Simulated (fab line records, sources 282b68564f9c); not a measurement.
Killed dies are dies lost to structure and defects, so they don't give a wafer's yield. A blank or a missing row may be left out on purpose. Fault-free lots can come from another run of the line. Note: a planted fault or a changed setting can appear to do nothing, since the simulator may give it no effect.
Struck lot and sound lot, side by side | flow rit-cmos | 17 out of 202 route steps
Sound: wafers L261.2, L261.3, L261.5. Wafers L271.2, L271.5, L271.6 were the ones struck. At the end, the cause is stated.
For every step that has rows: the tool of each side, followed by ch and its chambers, followed by its first start. Under that, the readings that differ: sound wafers | struck wafers | difference of the means | sigmas: that difference in standard deviations of wafers without a fault.
alike: same words and numbers on both sides, and readings whose means sit less than 2 such deviations apart. not compared: any withheld reading, any reading some wafer has no value for, any bound like >300 that may hide the same value, and any number with overlapping values for which the record gives no deviation.
The two part at a step that has a row with sigmas, a row that says differs or no value, or rows on one side only. Non-overlapping numbers with no deviation appear without sigmas and do not part them. A reading missing from all wafers of one side parts the sides only when that side holds two or more wafers.

first, 2 steps without rows for these wafers: RIT_NRETRO_HARDBAKE_07 (time 120 s); RIT_NRETRO_IMPLANT_08.
RIT_NRETRO_STRIP_09: strips in O2, time 180 s.
  sound on plasma-asher-04 ch 0, day 3 11:50; struck on plasma-asher-01 ch 0,1, day 5 11:56
  alike: drypump-motor-current-A
  not compared: rf-hours-counter-h
RIT_NRETRO_TW_MEAS_10:
  struck on film-metro-03, day 5 12:08; sound on film-metro-03, day 3 12:02
  alike: NRETRO_TW
then, 6 steps without rows for these wafers: RIT_PRETRO_HMDS_00 (prime time 60 s); RIT_PRETRO_COAT_01 (resist thk 1300 nm); RIT_PRETRO_SOFTBAKE_02 (time 60 s); RIT_PRETRO_EXPOSE_03 (exposes mask M5, target cd 43700 nm); RIT_PRETRO_PEB_04; RIT_PRETRO_DEVELOP_05 (develop time 68 s).
RIT_PRETRO_OVL_MEAS_06:
  struck on overlay-01, day 5 13:13; sound on overlay-02, day 3 12:58
  alike: PRETRO_OVL
then, 1 step without rows for these wafers: RIT_PRETRO_HARDBAKE_07 (time 120 s).
RIT_PRETRO_IMPLANT_08:
  sound on implanter-03 ch 0, day 3 13:16; struck on implanter-02 ch 0, day 5 13:31
  reading            | sound                            | struck                           | difference  | sigmas
  dose-ions-cm2      | 1.2013e+13 1.2017e+13 1.2005e+13 | 1.6325e+13 1.6321e+13 1.6328e+13 | +4.3130e+12 | +99 or more
  faraday-current-uA | 38.6 39.4 37.3                   | 52.1 51.5 51.2                   | +13.2       | +17
  alike: beam-energy-keV, beam-on-s
RIT_PRETRO_STRIP_09: strips in O2, time 180 s.
  sound on plasma-asher-04 ch 0,1, day 3 13:24; struck on plasma-asher-03 ch 0,1, day 5 13:38
  alike: drypump-motor-current-A
  not compared: rf-hours-counter-h
RIT_PRETRO_TW_MEAS_10:
  struck on film-metro-02, day 5 13:50; sound on film-metro-02, day 3 13:35
  reading   | sound       | struck      | difference | sigmas
  PRETRO_TW | 473 473 474 | 522 520 519 | +47        | +11
then, 1 step without rows for these wafers: RIT_GATE_WET_ETCH_00 (etches SiO2 in BOE, target depth 56 nm, time 60 s).
RIT_M1_PROBE_99:
  struck on prober-01, day 6 15:53; sound on prober-01, day 4 16:49
  reading                                    | sound                | struck               | difference | sigmas
  model.etest.nmos_0p3.r-on-ohm-um           | 2123 2130 2137       | 2344 2319 2379       | +217       |
  model.etest.nmos_0p15.r-on-ohm-um          | 1112 1112 1102       | 1217 1190 1225       | +102       |
  model.etest.nmos-turned.drive-ua-um        | 343.1 341.4 343      | 279.1 280.1 264.6    | -67.9      |
  model.etest.nmos_0p15.drive-ua-um          | 484.5 486.8 479.9    | 406.1 421.9 408.4    | -71.6      |
  model.etest.nmos_0p3.drive-ua-um           | 231.1 232.4 231      | 193.4 197.3 192.3    | -37.2      |
  model.etest.nmos-narrow.drive-ua-um        | 234.3 233.6 233      | 198.4 201.1 197.9    | -34.5      |
  model.etest.nmos_0p15.off-log10-a-um       | -9.888 -9.923 -9.941 | -11.47 -11.32 -11.47 | -1.50      |
  model.etest.retro-edge-nmos.off-log10-a-um | -9.775 -9.768 -9.849 | -11.32 -11.24 -11.41 | -1.53      |
  alike: killed-at-contacts, killed-at-front-end, killed-dies, killed-open, killed-short

WHERE THEY PART
Last at RIT_PRETRO_TW_MEAS_10 as far as this record goes, first at RIT_PRETRO_IMPLANT_08. Later steps at which nothing parts them and some readings are alike: RIT_M1_PROBE_99.

WHY: whatever the simulator had introduced
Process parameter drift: implanter-02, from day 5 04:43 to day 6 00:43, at RIT_PRETRO_IMPLANT_08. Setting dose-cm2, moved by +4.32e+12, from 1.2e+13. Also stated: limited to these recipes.
